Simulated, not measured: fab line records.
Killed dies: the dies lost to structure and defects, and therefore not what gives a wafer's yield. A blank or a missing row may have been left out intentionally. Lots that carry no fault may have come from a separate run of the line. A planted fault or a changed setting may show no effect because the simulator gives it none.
Split-lot trial / flow berkeley-cmos170 / 23 wafers read from 5 lots, route of 331 steps

## SPLIT DETAILS
At UCB170_ACTIVE_COAT_08 (resist thk 900 nm), the setting spin-rpm was moved away from the recipe's 1500 rpm on 7 of the 23 wafers read, by -5.6% to +7.1%. The other wafers ran this setting at the recipe's value.

The reading comes from the split's own step.

## THE READING
KrF_of_ACTIVE_COAT_08.thk-nm (the simulator's own value, which no gauge read), in nm, at UCB170_ACTIVE_COAT_08 (resist thk 900 nm). The file does not state a usual value for it. Here, 16 wafers ran the recipe; their average is 900.4 nm with a standard deviation of 3.1 nm.

wafer=L077.2; tool, chamber at the split=litho-track-04, 0; spin-rpm as run, rpm=1500; against the recipe=recipe; KrF_of_ACTIVE_COAT_08.thk-nm, nm=905.6; against lot-mates on the recipe=-
wafer=L077.3; tool, chamber at the split=litho-track-04, 0; spin-rpm as run, rpm=1500; against the recipe=recipe; KrF_of_ACTIVE_COAT_08.thk-nm, nm=907.3; against lot-mates on the recipe=-
wafer=L077.5; tool, chamber at the split=litho-track-04, 0; spin-rpm as run, rpm=1500; against the recipe=recipe; KrF_of_ACTIVE_COAT_08.thk-nm, nm=903.9; against lot-mates on the recipe=-
wafer=L081.1; tool, chamber at the split=litho-track-02, 0; spin-rpm as run, rpm=1500; against the recipe=recipe; KrF_of_ACTIVE_COAT_08.thk-nm, nm=899.3; against lot-mates on the recipe=-
wafer=L081.2; tool, chamber at the split=litho-track-02, 0; spin-rpm as run, rpm=1500; against the recipe=recipe; KrF_of_ACTIVE_COAT_08.thk-nm, nm=900.4; against lot-mates on the recipe=-
wafer=L081.4; tool, chamber at the split=litho-track-02, 0; spin-rpm as run, rpm=1500; against the recipe=recipe; KrF_of_ACTIVE_COAT_08.thk-nm, nm=900.7; against lot-mates on the recipe=-
wafer=L081.5; tool, chamber at the split=litho-track-02, 0; spin-rpm as run, rpm=1500; against the recipe=recipe; KrF_of_ACTIVE_COAT_08.thk-nm, nm=901.6; against lot-mates on the recipe=-
wafer=L081.6; tool, chamber at the split=litho-track-02, 0; spin-rpm as run, rpm=1500; against the recipe=recipe; KrF_of_ACTIVE_COAT_08.thk-nm, nm=902.1; against lot-mates on the recipe=-
wafer=L082.1; tool, chamber at the split=litho-track-01, 0; spin-rpm as run, rpm=1500; against the recipe=recipe; KrF_of_ACTIVE_COAT_08.thk-nm, nm=897.2; against lot-mates on the recipe=-
wafer=L082.2; tool, chamber at the split=litho-track-01, 0; spin-rpm as run, rpm=1500; against the recipe=recipe; KrF_of_ACTIVE_COAT_08.thk-nm, nm=899.3; against lot-mates on the recipe=-
wafer=L082.3; tool, chamber at the split=litho-track-01, 0; spin-rpm as run, rpm=1600; against the recipe=+6.7%; KrF_of_ACTIVE_COAT_08.thk-nm, nm=869.2; against lot-mates on the recipe=-29.0
wafer=L082.4; tool, chamber at the split=litho-track-01, 0; spin-rpm as run, rpm=1600; against the recipe=+6.7%; KrF_of_ACTIVE_COAT_08.thk-nm, nm=869.9; against lot-mates on the recipe=-28.3
wafer=L082.5; tool, chamber at the split=litho-track-01, 0; spin-rpm as run, rpm=1500; against the recipe=recipe; KrF_of_ACTIVE_COAT_08.thk-nm, nm=898.2; against lot-mates on the recipe=-
wafer=L083.1; tool, chamber at the split=litho-track-04, 0; spin-rpm as run, rpm=1416; against the recipe=-5.6%; KrF_of_ACTIVE_COAT_08.thk-nm, nm=919.9; against lot-mates on the recipe=+23.2
wafer=L083.2; tool, chamber at the split=litho-track-04, 0; spin-rpm as run, rpm=1500; against the recipe=recipe; KrF_of_ACTIVE_COAT_08.thk-nm, nm=895.1; against lot-mates on the recipe=-
wafer=L083.3; tool, chamber at the split=litho-track-04, 0; spin-rpm as run, rpm=1500; against the recipe=recipe; KrF_of_ACTIVE_COAT_08.thk-nm, nm=898.1; against lot-mates on the recipe=-
wafer=L083.4; tool, chamber at the split=litho-track-04, 0; spin-rpm as run, rpm=1500; against the recipe=recipe; KrF_of_ACTIVE_COAT_08.thk-nm, nm=897; against lot-mates on the recipe=-
wafer=L083.5; tool, chamber at the split=litho-track-04, 0; spin-rpm as run, rpm=1416; against the recipe=-5.6%; KrF_of_ACTIVE_COAT_08.thk-nm, nm=922.8; against lot-mates on the recipe=+26.1
wafer=L084.1; tool, chamber at the split=litho-track-01, 0; spin-rpm as run, rpm=1607; against the recipe=+7.1%; KrF_of_ACTIVE_COAT_08.thk-nm, nm=869.9; against lot-mates on the recipe=-30.3
wafer=L084.3; tool, chamber at the split=litho-track-01, 0; spin-rpm as run, rpm=1607; against the recipe=+7.1%; KrF_of_ACTIVE_COAT_08.thk-nm, nm=870.7; against lot-mates on the recipe=-29.5
wafer=L084.4; tool, chamber at the split=litho-track-01, 0; spin-rpm as run, rpm=1500; against the recipe=recipe; KrF_of_ACTIVE_COAT_08.thk-nm, nm=900.2; against lot-mates on the recipe=-
wafer=L084.5; tool, chamber at the split=litho-track-01, 0; spin-rpm as run, rpm=1500; against the recipe=recipe; KrF_of_ACTIVE_COAT_08.thk-nm, nm=900.1; against lot-mates on the recipe=-
wafer=L084.6; tool, chamber at the split=litho-track-01, 0; spin-rpm as run, rpm=1607; against the recipe=+7.1%; KrF_of_ACTIVE_COAT_08.thk-nm, nm=872.2; against lot-mates on the recipe=-28.0

THE FIT
A straight line over all 23 wafers: KrF_of_ACTIVE_COAT_08.thk-nm changes by -4.16 nm for each +1% of spin-rpm; r = -0.98; the points scatter about the line by 3 nm.
The same after taking each lot's own level away (the mean of its wafers on the recipe; 23 wafers): -4.23 nm for each +1%; r = -1.00; scatter 1.2 nm.
According to that fit, moving spin-rpm by its largest amount changes the reading by 30 nm.
The span of the lots' own levels, 896.73 to 905.60 nm, comes to 2.9 times the standard deviation stated above.
So the lot-to-lot level changes the slope little: the two slopes agree.
Check: -30 nm against its lot-mates is what the line predicts for one of the wafers moved furthest among these (+7.1%) when that wafer is left out of the fit. It came out at -30.3 nm against them.

## OTHER SPLITS APPLIED TO THESE WAFERS
Note: prior to the reading, these wafers also went through further splits. Each is held against what the fit with the lots' levels taken away leaves over:
other split on the same wafers=UCB170_START_OXIDATION_02 ox-time-s; wafers away from the commonest value=10; r with KrF_of_ACTIVE_COAT_08.thk-nm (lot level and that fit taken away)=+0.11
other split on the same wafers=UCB170_NWELL_ETCH_13 rf-w; wafers away from the commonest value=5; r with KrF_of_ACTIVE_COAT_08.thk-nm (lot level and that fit taken away)=-0.28
other split on the same wafers=UCB170_PWELL_COAT_08 resist-thk-nm; wafers away from the commonest value=11; r with KrF_of_ACTIVE_COAT_08.thk-nm (lot level and that fit taken away)=+0.14
other split on the same wafers=UCB170_PWELL_IMPLANT_15 dose-cm2; wafers away from the commonest value=4; r with KrF_of_ACTIVE_COAT_08.thk-nm (lot level and that fit taken away)=-0.23
other split on the same wafers=UCB170_ACTIVE_CVD_05 time-s; wafers away from the commonest value=18; r with KrF_of_ACTIVE_COAT_08.thk-nm (lot level and that fit taken away)=+0.08

## THE WHOLE CHAIN: every reading that the file lists as answering this split, in the file's order
step=UCB170_ACTIVE_COAT_08; what it does=resist thk 900 nm; reading=KrF_of_ACTIVE_COAT_08.thk-nm (the simulator's own value, which no gauge read); change (the file's fit)=-4.25 nm for each +1% of the setting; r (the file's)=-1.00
step=UCB170_ACTIVE_STRIP_16; what it does=strips in O2; reading=strip-time-to-endpoint-s; change (the file's fit)=withheld for each +1% of the setting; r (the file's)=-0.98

## FILE'S OWN FIT
KrF_of_ACTIVE_COAT_08.thk-nm changes by -4.25 nm for each +1% of spin-rpm, r = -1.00.
